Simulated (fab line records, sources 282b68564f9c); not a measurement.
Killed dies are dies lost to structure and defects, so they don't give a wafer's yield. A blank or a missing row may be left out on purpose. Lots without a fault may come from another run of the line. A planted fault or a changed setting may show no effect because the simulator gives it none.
Which tool did it? | flow rit_cmos | 13 lots, 38 wafers sampled, at 2 steps of a route of 202

WHAT THE GAUGES READ, wafer by wafer
RIT_CONTACT_CD_MEAS_08: target cd 1000 nm. Usual: cd_nm 999.9 nm, standard deviation 2.2.
lot  | measured    | on        | cd_nm (nm)                                | flag
L697 | day 3 03:46 | cd_sem-01 | 1001.7 1000.3 1001.3                      |
L698 | day 3 07:50 | cd_sem-02 | 1000.6 1000.8 999.7                       |
L699 | day 3 14:42 | cd_sem-01 | 996.0 996.8 997.5                         |
L700 | day 3 20:59 | cd_sem-01 | 1001.4 1001.9 1000.5                      |
L706 | day 5 00:29 | cd_sem-01 | 1000.8 999.4 997.8                        |
L707 | day 5 06:04 | cd_sem-02 | 1015.6 1014.4 1014.9 1015.1 1014.0 1015.4 | OFF
L702 | day 5 18:48 | cd_sem-02 | 1013.1 1013.6                             | OFF
L711 | day 6 02:15 | cd_sem-02 | 999.9 1000.0 999.9                        |
L712 | day 6 09:22 | cd_sem-01 | 1004.1 1002.7 1002.7                      |
L714 | day 6 17:44 | cd_sem-02 | 997.8 998.0 998.9                         |
L715 | day 6 23:02 | cd_sem-02 | 1000.7 1001.2 1001.0                      |
L719 | day 7 18:02 | cd_sem-01 | 1000.8 1001.2 999.7                       |
L720 | day 7 23:33 | cd_sem-01 | 1003.6 1003.4 1003.4                      |

WHICH TOOL RAN EACH LOT (tool, then ch and the chambers of the sampled wafers, then the start)
lot  | RIT_CONTACT_DEVELOP_07
L697 | litho_track-01 ch 0, day 3 03:00
L698 | litho_track-02 ch 0, day 3 07:00
L699 | litho_track-02 ch 0, day 3 14:00
L700 | litho_track-01 ch 0, day 3 20:00
L706 | litho_track-01 ch 0, day 5 00:00
L707 | litho_track-02 ch 0, day 5 05:00
L702 | litho_track-02 ch 0, day 5 18:00
L711 | litho_track-03 ch 0, day 6 02:00
L712 | litho_track-01 ch 0, day 6 09:00
L714 | litho_track-01 ch 0, day 6 17:00
L715 | litho_track-03 ch 0, day 6 22:00
L719 | litho_track-03 ch 0, day 7 17:00
L720 | litho_track-01 ch 0, day 7 23:00
- RIT_CONTACT_DEVELOP_07: develop time 120 s.

WHAT THE TOOLS THEMSELVES READ (means of the sampled wafers that have a number; where no wafer has one, the mark that the record gives instead)
RIT_CONTACT_DEVELOP_07. Usual: developer_temp_C 22.99 C, standard deviation 0.11.
lot  | tool           | developer_temp_C (C) | flag
L697 | litho_track-01 | 22.93                |
L698 | litho_track-02 | 23.08                |
L699 | litho_track-02 | 23.11                |
L700 | litho_track-01 | 22.92                |
L706 | litho_track-01 | 22.97                |
L707 | litho_track-02 | 20.82                | OFF
L702 | litho_track-02 | 20.54                | OFF
L711 | litho_track-03 | 22.83                |
L712 | litho_track-01 | 23.00                |
L714 | litho_track-01 | 23.02                |
L715 | litho_track-03 | 23.02                |
L719 | litho_track-03 | 22.97                |
L720 | litho_track-01 | 23.08                |

THE ANSWER, worked out from the rows above alone
Rule: a lot is off if the mean of its wafers that have a number lies more than 3 standard deviations from the usual mean. A lot without any number at a reading at which 4 lots or more have one is off too. The other lots that the step has rows for count as sound. The gauges are gone through in route order, then the tools' own readings, and for those a lot's mean is taken as printed above. The first step at which some lot is off is used, and at that step the reading that is off furthest; a lot without a number counts as furthest.
Off: L707, L702, at RIT_CONTACT_CD_MEAS_08 (cd_nm).
A tool fits if, at a process step before that reading, it ran every lot that is off, and no sound lot after the first of them. The gauges at RIT_CONTACT_CD_MEAS_08 aren't tried: what is off there is off at RIT_CONTACT_DEVELOP_07 too, on other tools, and a gauge's error can't cause that. One fits: litho_track-02 at RIT_CONTACT_DEVELOP_07. Its last sound lot is L699 (day 3 14:00), its first lot that is off L707 (day 5 05:00): a fault that began between those two fits.
The tool's own readings at RIT_CONTACT_DEVELOP_07 bear it out: on the lots that are off they differ by more than 5 times the standard deviation of the sound lots' means. developer_temp_C reads 20.68 C there against 22.99 C on the sound lots.

WHAT THE SIMULATOR HAD PUT IN
Process parameter drift: litho_track-02, from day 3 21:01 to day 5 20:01, at RIT_CONTACT_DEVELOP_07. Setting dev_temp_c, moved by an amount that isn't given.
Lots struck among those shown: L707, L702. The rule above found the same.
